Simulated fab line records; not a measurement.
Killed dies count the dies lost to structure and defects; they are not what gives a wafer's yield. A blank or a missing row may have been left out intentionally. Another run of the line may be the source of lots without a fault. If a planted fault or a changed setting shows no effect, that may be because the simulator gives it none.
fab line records :: flow ritCmos
record:
  lots: 5
  wafers: 15
  lastDay: 7
route steps=202 shown PLDD@116 SPACER@125
lots with no fault: from the same line, run without faults
startH: hours from the record's opening day to when the first of the lot's shown wafers began :: waitH: hours elapsed since this lot's preceding step :: " identical to the entry in the row above :: L1.1+2: a row that stands for several wafers :: - no value present, or no start provided :: * or withheld: withheld :: < > ~ a bound
route shown NAME@n: names a module that has steps shown in the file, with the first one's number in the route :: usual: average and standard deviation across the fault-free wafers :: same: alike in all rows :: chamber/n: place in a boat :: sites: each site's reading :: _std_site: standard deviation across them :: _edge_site: inner sites' mean taken away from outer sites' mean :: radiusMm: how far each site lies from the wafer's centre :: mask NAME#n: copy n :: behind: the tool/chamber that last shaped the wafer :: hold: the reason the lot was held/the length of the hold in hours/how it ended :: device: transistor that didn't switch, given as n, p or np :: end of line: tests run on the same wafers once the route is complete :: a step with no rows: only its recipe :: killed: at the first sort, the dies lost to defects and structure; wafer yield is something else :: map: dies across one wafer; x = killed, . = not, _ = none there
set.NAME: setting as actually run; set.NAME@STEP: the setting as run at that earlier step :: model.NAME: the simulator's own value behind a step, which no gauge read
lots at selected steps of the route; one table per step, one row per wafer
services: the hour from which a tool's chamber was out of use, counted from the record's first day as startH (under 0 if before that day), plus the number of hours and why
== steps ==
step: RIT_PLDD_SOFTBAKE_02
recipe:
  resist: NOVOLAK
  tempC: 90
  timeS: 60
lot.wafer: L075.3+4+6
tool: lithoTrack-02
chamber: 0
startH: 52.00
waitH: 0.1

lot.wafer: L087.1+3+5
tool: lithoTrack-03
chamber: 0
startH: 113.94
waitH: 0.1

lot.wafer: L091.1+3+4
tool: lithoTrack-04
chamber: 0
startH: 133.46
waitH: 0.1

lot.wafer: L094.2+4+6
tool: lithoTrack-02
chamber: 0
startH: 149.90
waitH: 0.1

lot.wafer: L097.1+3+5
tool: lithoTrack-04
chamber: 0
startH: 163.35
waitH: 0.1
step: RIT_PLDD_EXPOSE_03
recipe:
  maskId: M8
  na: 0.57
  targetCdNm: 40900
  doseMj: 250
lot.wafer: L075.3+4+6
tool: ilineStepper-02
chamber: 0
startH: 52.14
waitH: 0.1
mask: M8#0

lot.wafer: L087.1+3+5
tool: ilineStepper-02
chamber: 0
startH: 114.09
waitH: 0.1
mask: M8#0

lot.wafer: L091.1+3+4
tool: ilineStepper-02
chamber: 0
startH: 133.61
waitH: 0.1
mask: M8#0

lot.wafer: L094.2+4+6
tool: ilineStepper-02
chamber: 0
startH: 150.04
waitH: 0.1
mask: M8#0

lot.wafer: L097.1+3+5
tool: ilineStepper-02
chamber: 0
startH: 163.50
waitH: 0.1
mask: M8#0
step: RIT_PLDD_PEB_04
recipe:
  resist: NOVOLAK
  tempC: withheld
  timeS: withheld
lot.wafer: L075.3+4+6
tool: lithoTrack-02
chamber: 0
startH: 52.27
waitH: 0.1

lot.wafer: L087.1+3+5
tool: lithoTrack-04
chamber: 0
startH: 114.20
waitH: 0.1

lot.wafer: L091.1+3+4
tool: lithoTrack-03
chamber: 0
startH: 133.73
waitH: 0.1

lot.wafer: L094.2+4+6
tool: lithoTrack-04
chamber: 0
startH: 150.16
waitH: 0.1

lot.wafer: L097.1+3+5
tool: lithoTrack-02
chamber: 0
startH: 163.61
waitH: 0.1
step: RIT_PLDD_DEVELOP_05
recipe:
  resist: NOVOLAK
  developTimeS: 50
  devTempC: 23
lot.wafer: L075.3+4+6
tool: lithoTrack-02
chamber: 0
startH: -
waitH: -

lot.wafer: L087.1+3+5
tool: lithoTrack-04
chamber: 0
startH: -
waitH: -

lot.wafer: L091.1+3+4
tool: lithoTrack-03
chamber: 0
startH: -
waitH: -

lot.wafer: L094.2+4+6
tool: lithoTrack-04
chamber: 0
startH: -
waitH: -

lot.wafer: L097.1+3+5
tool: lithoTrack-02
chamber: 0
startH: -
waitH: -
step: RIT_PLDD_OVL_MEAS_06
usual:
  PLDD_OVL: -0.1/1.6
lot.wafer: L075.3
tool: overlay-01
chamber: -
startH: 52.52
waitH: -
PLDD_OVL[nm]: 0.5

lot.wafer: L075.4
tool: overlay-01
chamber: -
startH: 52.52
waitH: -
PLDD_OVL[nm]: -1.6

lot.wafer: L075.6
tool: overlay-01
chamber: -
startH: 52.52
waitH: -
PLDD_OVL[nm]: -2.1

lot.wafer: L087.1
tool: overlay-01
chamber: -
startH: 114.49
waitH: -
PLDD_OVL[nm]: -0.7

lot.wafer: L087.3
tool: overlay-01
chamber: -
startH: 114.49
waitH: -
PLDD_OVL[nm]: 0.4

lot.wafer: L087.5
tool: overlay-01
chamber: -
startH: 114.49
waitH: -
PLDD_OVL[nm]: -0.5

lot.wafer: L091.1
tool: overlay-01
chamber: -
startH: 134.01
waitH: -
PLDD_OVL[nm]: 0.5

lot.wafer: L091.3
tool: overlay-01
chamber: -
startH: 134.01
waitH: -
PLDD_OVL[nm]: 0.7

lot.wafer: L091.4
tool: overlay-01
chamber: -
startH: 134.01
waitH: -
PLDD_OVL[nm]: -0.3

lot.wafer: L094.2
tool: overlay-01
chamber: -
startH: 150.43
waitH: -
PLDD_OVL[nm]: -1.2

lot.wafer: L094.4
tool: overlay-01
chamber: -
startH: 150.43
waitH: -
PLDD_OVL[nm]: -0.7

lot.wafer: L094.6
tool: overlay-01
chamber: -
startH: 150.43
waitH: -
PLDD_OVL[nm]: -2.2

lot.wafer: L097.1
tool: overlay-02
chamber: -
startH: 163.90
waitH: -
PLDD_OVL[nm]: 0.0

lot.wafer: L097.3
tool: overlay-02
chamber: -
startH: 163.90
waitH: -
PLDD_OVL[nm]: 2.5

lot.wafer: L097.5
tool: overlay-02
chamber: -
startH: 163.90
waitH: -
PLDD_OVL[nm]: 0.9
step: RIT_PLDD_HARDBAKE_07
recipe:
  resist: NOVOLAK
  tempC: 140
  timeS: 60
lot.wafer: L075.3+4+6
tool: lithoTrack-03
chamber: 0
startH: 52.59
waitH: 0.1

lot.wafer: L087.1+3+5
tool: lithoTrack-02
chamber: 0
startH: 114.52
waitH: 0.0

lot.wafer: L091.1+3+4
tool: lithoTrack-04
chamber: 0
startH: 134.25
waitH: 0.2

lot.wafer: L094.2+4+6
tool: lithoTrack-03
chamber: 0
startH: 150.48
waitH: 0.0

lot.wafer: L097.1+3+5
tool: lithoTrack-03
chamber: 0
startH: 164.13
waitH: 0.2
step: RIT_PLDD_IMPLANT_08
recipe:
  species: BF2
  energyKev: 20
  doseCm2: 9e+14
  tiltDeg: 7
lot.wafer: L075.3+4+6
tool: implanter-02
chamber: 0
startH: 52.74
waitH: 0.1

lot.wafer: L087.1+3+5
tool: implanter-02
chamber: 0
startH: 114.67
waitH: 0.1

lot.wafer: L091.1+3+4
tool: implanter-02
chamber: 0
startH: 134.40
waitH: 0.1

lot.wafer: L094.2+4+6
tool: implanter-03
chamber: 0
startH: 150.63
waitH: 0.1

lot.wafer: L097.1+3+5
tool: implanter-03
chamber: 0
startH: 164.28
waitH: 0.1
step: RIT_PLDD_STRIP_09
recipe:
  chemistry: O2
  timeS: 180
  resist: NOVOLAK
  platenTempC: withheld
  powerW: 500
  pressureMtorr: 4000
  o2FlowSccm: 4000
usual:
  drypumpMotorCurrentA: 5.49/0.17
lot.wafer: L075.3
tool: plasmaAsher-01
chamber: 0
startH: 52.90
waitH: 0.1
drypumpMotorCurrentA: 5.66
rfHoursCounterH: -

lot.wafer: L075.4
tool: plasmaAsher-01
chamber: 1
startH: 52.90
waitH: 0.1
drypumpMotorCurrentA: 5.13
rfHoursCounterH: -

lot.wafer: L075.6
tool: plasmaAsher-01
chamber: 0
startH: 52.90
waitH: 0.1
drypumpMotorCurrentA: 5.67
rfHoursCounterH: -

lot.wafer: L087.1
tool: plasmaAsher-02
chamber: 1
startH: 114.82
waitH: 0.1
drypumpMotorCurrentA: 5.51
rfHoursCounterH: 47

lot.wafer: L087.3
tool: plasmaAsher-02
chamber: 1
startH: 114.82
waitH: 0.1
drypumpMotorCurrentA: 5.53
rfHoursCounterH: -

lot.wafer: L087.5
tool: plasmaAsher-02
chamber: 1
startH: 114.82
waitH: 0.1
drypumpMotorCurrentA: 5.53
rfHoursCounterH: -

lot.wafer: L091.1
tool: plasmaAsher-02
chamber: 1
startH: 134.55
waitH: 0.1
drypumpMotorCurrentA: 5.49
rfHoursCounterH: 49

lot.wafer: L091.3
tool: plasmaAsher-02
chamber: 1
startH: 134.55
waitH: 0.1
drypumpMotorCurrentA: 5.52
rfHoursCounterH: -

lot.wafer: L091.4
tool: plasmaAsher-02
chamber: 0
startH: 134.55
waitH: 0.1
drypumpMotorCurrentA: 5.48
rfHoursCounterH: -

lot.wafer: L094.2
tool: plasmaAsher-02
chamber: 0
startH: 150.76
waitH: 0.1
drypumpMotorCurrentA: 5.46
rfHoursCounterH: 50

lot.wafer: L094.4
tool: plasmaAsher-02
chamber: 0
startH: 150.76
waitH: 0.1
drypumpMotorCurrentA: 5.45
rfHoursCounterH: -

lot.wafer: L094.6
tool: plasmaAsher-02
chamber: 0
startH: 150.76
waitH: 0.1
drypumpMotorCurrentA: 5.46
rfHoursCounterH: -

lot.wafer: L097.1
tool: plasmaAsher-01
chamber: 0
startH: 164.43
waitH: 0.1
drypumpMotorCurrentA: 5.65
rfHoursCounterH: 38

lot.wafer: L097.3
tool: plasmaAsher-01
chamber: 1
startH: 164.43
waitH: 0.1
drypumpMotorCurrentA: 5.13
rfHoursCounterH: -

lot.wafer: L097.5
tool: plasmaAsher-01
chamber: 0
startH: 164.43
waitH: 0.1
drypumpMotorCurrentA: 5.67
rfHoursCounterH: -
step: RIT_PLDD_TW_MEAS_10
usual:
  PLDD_TW: 2342/11
lot.wafer: L075.3
tool: filmMetro-02
chamber: -
startH: 53.04
waitH: 0.1
PLDD_TW: 2346

lot.wafer: L075.4
tool: filmMetro-02
chamber: -
startH: 53.04
waitH: 0.1
PLDD_TW: 2352

lot.wafer: L075.6
tool: filmMetro-02
chamber: -
startH: 53.04
waitH: 0.1
PLDD_TW: 2339

lot.wafer: L087.1
tool: filmMetro-03
chamber: -
startH: 115.00
waitH: 0.1
PLDD_TW: 2343

lot.wafer: L087.3
tool: filmMetro-03
chamber: -
startH: 115.00
waitH: 0.1
PLDD_TW: 2351

lot.wafer: L087.5
tool: filmMetro-03
chamber: -
startH: 115.00
waitH: 0.1
PLDD_TW: 2351

lot.wafer: L091.1
tool: filmMetro-02
chamber: -
startH: 134.73
waitH: 0.1
PLDD_TW: 2328

lot.wafer: L091.3
tool: filmMetro-02
chamber: -
startH: 134.73
waitH: 0.1
PLDD_TW: 2353

lot.wafer: L091.4
tool: filmMetro-02
chamber: -
startH: 134.73
waitH: 0.1
PLDD_TW: 2341

lot.wafer: L094.2
tool: filmMetro-02
chamber: -
startH: 150.95
waitH: 0.1
PLDD_TW: 2327

lot.wafer: L094.4
tool: filmMetro-02
chamber: -
startH: 150.95
waitH: 0.1
PLDD_TW: 2348

lot.wafer: L094.6
tool: filmMetro-02
chamber: -
startH: 150.95
waitH: 0.1
PLDD_TW: 2341

lot.wafer: L097.1
tool: filmMetro-04
chamber: -
startH: 164.61
waitH: 0.1
PLDD_TW: 2344

lot.wafer: L097.3
tool: filmMetro-04
chamber: -
startH: 164.61
waitH: 0.1
PLDD_TW: 2349

lot.wafer: L097.5
tool: filmMetro-04
chamber: -
startH: 164.61
waitH: 0.1
PLDD_TW: 2344
step: RIT_SPACER_CLEAN_00
recipe:
  chemistry: SC1
  mix: 3:3:50
  timeS: 600
  tempC: 75
lot.wafer: L075.3+4+6
tool: wetBench-04
chamber: 1
startH: 53.08
waitH: 0.0

lot.wafer: L087.1+3+5
tool: wetBench-03
chamber: 1
startH: 115.06
waitH: 0.1

lot.wafer: L091.1+3+4
tool: wetBench-04
chamber: 1
startH: 134.79
waitH: 0.1

lot.wafer: L094.2+4+6
tool: wetBench-04
chamber: 1
startH: 151.00
waitH: 0.0

lot.wafer: L097.1+3+5
tool: wetBench-01
chamber: 3
startH: 164.67
waitH: 0.1
step: RIT_SPACER_CLEAN_01
recipe:
  chemistry: dHF
  dilution: 50:1
  timeS: 30
lot.wafer: L075.3+4+6
tool: wetBench-01
chamber: 1
startH: 53.27
waitH: 0.0

lot.wafer: L087.1+3+5
tool: wetBench-04
chamber: 1
startH: 115.23
waitH: 0.0

lot.wafer: L091.1+3+4
tool: wetBench-03
chamber: 2
startH: 135.00
waitH: 0.0

lot.wafer: L094.2+4+6
tool: wetBench-03
chamber: 3
startH: 151.19
waitH: 0.0

lot.wafer: L097.1+3+5
tool: wetBench-03
chamber: 1
startH: 164.84
waitH: 0.0
step: RIT_SPACER_CLEAN_02
recipe:
  chemistry: SC2
  mix: 3:3:50
  timeS: 600
  tempC: 75
  dry: n2Spin
lot.wafer: L075.3+4+6
tool: wetBench-04
chamber: 1
startH: 53.28
waitH: 0.0

lot.wafer: L087.1+3+5
tool: wetBench-01
chamber: 0
startH: 115.25
waitH: 0.0

lot.wafer: L091.1+3+4
tool: wetBench-01
chamber: 1
startH: 135.02
waitH: 0.0

lot.wafer: L094.2+4+6
tool: wetBench-04
chamber: 1
startH: 151.21
waitH: 0.0

lot.wafer: L097.1+3+5
tool: wetBench-04
chamber: 1
startH: 164.86
waitH: 0.0
== services ==
tool: implanter-03
chamber: -
startH: 40.44
hours: 1.4
kind: repair

tool: implanter-03
chamber: -
startH: 61.99
hours: 1.6
kind: repair

tool: implanter-03
chamber: -
startH: 65.18
hours: 4.2
kind: pm
== key ==
fault none
